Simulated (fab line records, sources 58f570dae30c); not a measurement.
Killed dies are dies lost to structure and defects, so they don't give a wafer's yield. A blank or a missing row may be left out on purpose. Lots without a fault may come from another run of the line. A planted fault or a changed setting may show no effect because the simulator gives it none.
One fault seen from 2 desks | flow berkeley_cmos170 | each desk has only its own numbers; what lay behind them comes last

THE METROLOGY DESK
What the gauges read, lot by lot, whatever tool the lot ran on: means of the sampled wafers that have a number. A lot is out of limits, marked OUT, if its mean lies more than 4 standard deviations from the usual mean; the brackets give that distance.
Columns: A = M1_AL_RS at UCB170_M1_RS_MEAS_01, usual 0.0483 ohm/sq; B = M1_AL_THK at UCB170_M1_THK_MEAS_02, usual 604 nm; C = cd_nm at UCB170_M1_CD_MEAS_09, usual 700.1 nm; D = M1_OVL at UCB170_M1_OVL_MEAS_10, usual -4 nm
lot  | first seen here | A      | B   | C     | D
L736 | day 8 06:30     | 0.0487 | 599 | 701.2 | 3
L741 | day 9 19:43     | 0.0479 | 608 | 698.9 | -5
L747 | day 10 22:44    | 0.0482 | 605 | 700.4 | -9
L748 | day 11 01:16    | 0.0476 | 616 | 699.3 | -5
L750 | day 11 16:14    | 0.0478 | 612 | 700.7 | -3
L752 | day 12 04:16    | 0.0492 | 596 | 700.3 | -1
L754 | day 12 05:11    | 0.0477 | 611 | 697.0 | -4
This desk's finding: nothing out of limits on any of the 7 lots.

THE TOOL OWNER'S DESK: rie_metal-03
The tool's own readings at UCB170_M1_METAL_ETCH_12 (etches Al in Cl2/BCl3, stops on PSG, target depth 780 nm, time 130 s): means of the sampled wafers that have a number, for each lot that ran on this tool. A lot is out of limits, marked OUT, if its mean lies more than 4 standard deviations from the usual mean; the brackets give that distance.
Columns: A = bcl3_flow_sccm at UCB170_M1_METAL_ETCH_12, usual 45.02 sccm; B = bias_w at UCB170_M1_METAL_ETCH_12, usual 120.0 W; C = drypump_motor_current_A at UCB170_M1_METAL_ETCH_12, usual 5.8 A; D = oes_product_au at UCB170_M1_METAL_ETCH_12, usual 0.856 a.u.; E = run_length_s at UCB170_M1_METAL_ETCH_12, usual 158.5 s; F = throttle_valve_pct at UCB170_M1_METAL_ETCH_12, usual 24.33 %
lot  | first seen here | A     | B     | C   | D                | E               | F
L736 | day 8 08:09     | 44.97 | 119.9 | 5.9 | 0.845            | 157.9           | 24.39
L748 | day 11 02:28    | 44.94 | -     | 5.9 | 0.925 (+5.3) OUT | 149.3 (-20) OUT | 24.36
L750 | day 11 17:26    | 45.00 | -     | 5.4 | 0.933 (+5.9) OUT | 148.7 (-21) OUT | 24.23
L752 | day 12 05:44    | 44.93 | -     | 5.7 | 0.913 (+4.4) OUT | 148.8 (-21) OUT | 24.30
This desk's finding: out of limits on L748, L750, L752; first on L748, day 11 02:28 (oes_product_au at UCB170_M1_METAL_ETCH_12). In limits: L736.

PUT TOGETHER
The tool owner's desk could have raised an alarm at day 11 02:28, on L748, L750, L752.
The metrology desk saw nothing out of limits.
The metrology desk has L748, L750, L752 on record, within its limits.
Of the lots named, all ran UCB170_M1_METAL_ETCH_12 on rie_metal-03.

WHAT THE SIMULATOR HAD PUT IN
Process parameter drift: rie_metal-03, from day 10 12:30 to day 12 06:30, at UCB170_M1_METAL_ETCH_12. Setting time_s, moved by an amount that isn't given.
Lots struck among those shown: L748, L750, L752.
Hours from the fault's start to each desk's first reading out of limits: the tool owner's desk, 14.
